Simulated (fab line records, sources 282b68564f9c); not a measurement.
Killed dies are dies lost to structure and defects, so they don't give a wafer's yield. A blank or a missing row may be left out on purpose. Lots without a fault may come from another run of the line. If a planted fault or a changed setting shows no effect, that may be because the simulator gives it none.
Lot-split experiment | flow rit-cmos | on a route of 202 steps: 5 lots, 23 wafers read

THE SPLIT
At RIT_NWELL_HARDBAKE_07 (time 120 s), the setting temp-c was moved away from the recipe's 140 C on 11 of the 23 wafers read, by -2.9% to +1.4%. All remaining wafers had this setting at the recipe value.

The reading comes from the split's own step.

THE READING
NOVOLAK_of_NWELL_COAT_01.thk-nm (the simulator's own value, which no gauge read), in nm, at RIT_NWELL_HARDBAKE_07 (time 120 s). The file does not state a usual value for it. Average 1138 nm, standard deviation 4.8 nm, over the 12 wafers here run with the recipe.

wafer  | tool, chamber at the split | temp-c as run, C | against the recipe | NOVOLAK_of_NWELL_COAT_01.thk-nm, nm | against lot-mates on the recipe
L077.1 | litho-track-03, 0          | 140              | recipe             | 1132                                | -
L077.3 | litho-track-03, 0          | 140              | recipe             | 1132                                | -
L077.2 | litho-track-03, 0          | 137.5            | -1.8%              | 1136                                | +4
L077.4 | litho-track-03, 0          | 137.5            | -1.8%              | 1137                                | +5
L077.6 | litho-track-03, 0          | 137.5            | -1.8%              | 1137                                | +5
L076.2 | litho-track-01, 0          | 140              | recipe             | 1137                                | -
L076.3 | litho-track-01, 0          | 140              | recipe             | 1139                                | -
L076.4 | litho-track-01, 0          | 140              | recipe             | 1135                                | -
L080.2 | litho-track-03, 0          | 142              | +1.4%              | 1145                                | -2
L080.3 | litho-track-03, 0          | 140              | recipe             | 1146                                | -
L080.4 | litho-track-03, 0          | 140              | recipe             | 1149                                | -
L080.5 | litho-track-03, 0          | 142              | +1.4%              | 1143                                | -4
L080.6 | litho-track-03, 0          | 142              | +1.4%              | 1146                                | -2
L082.1 | litho-track-01, 0          | 140              | recipe             | 1136                                | -
L082.2 | litho-track-01, 0          | 140              | recipe             | 1138                                | -
L082.5 | litho-track-01, 0          | 140              | recipe             | 1138                                | -
L082.3 | litho-track-01, 0          | 136              | -2.9%              | 1146                                | +9
L082.4 | litho-track-01, 0          | 136              | -2.9%              | 1146                                | +9
L085.1 | litho-track-03, 0          | 138.5            | -1.1%              | 1141                                | +4
L085.2 | litho-track-03, 0          | 138.5            | -1.1%              | 1137                                | +0
L085.3 | litho-track-03, 0          | 138.5            | -1.1%              | 1138                                | +0
L085.4 | litho-track-03, 0          | 140              | recipe             | 1139                                | -
L085.6 | litho-track-03, 0          | 140              | recipe             | 1136                                | -

THE FIT
A straight line over all 23 wafers: NOVOLAK_of_NWELL_COAT_01.thk-nm changes by +0.0988 nm for each +1% of temp-c; r = +0.02; the points scatter about the line by 4.9 nm.
The same after taking each lot's own level away (the mean of its wafers on the recipe; 23 wafers): -2.54 nm for each +1%; r = -0.90; scatter 1.5 nm.
The reading moves by 7.3 nm for the largest change in temp-c, on that fit.
The lots' own levels span 1132.0 to 1147.5 nm, that is 3.2 times the standard deviation above.
So the lot-to-lot level blurs the effect unless lot-mates are compared.
Check: with one of the wafers moved furthest among these (-2.9%) left out of the fit, the line predicts +6.88 nm for it against its lot-mates. Against them it came out at +8.67 nm.

ADDITIONAL SPLITS CARRIED BY THESE WAFERS
Other splits were also applied to these wafers ahead of the reading. Each is held against what the fit with the lots' levels taken away leaves over:
other split on the same wafers | wafers away from the commonest value | r with NOVOLAK_of_NWELL_COAT_01.thk-nm (lot level and that fit taken away)
RIT_ACTIVE_ETCH_13 rf-w        | 6                                    | +0.13

THE FILE'S OWN FIT
NOVOLAK_of_NWELL_COAT_01.thk-nm changes by -2.6 nm for each +1% of temp-c, r = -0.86.
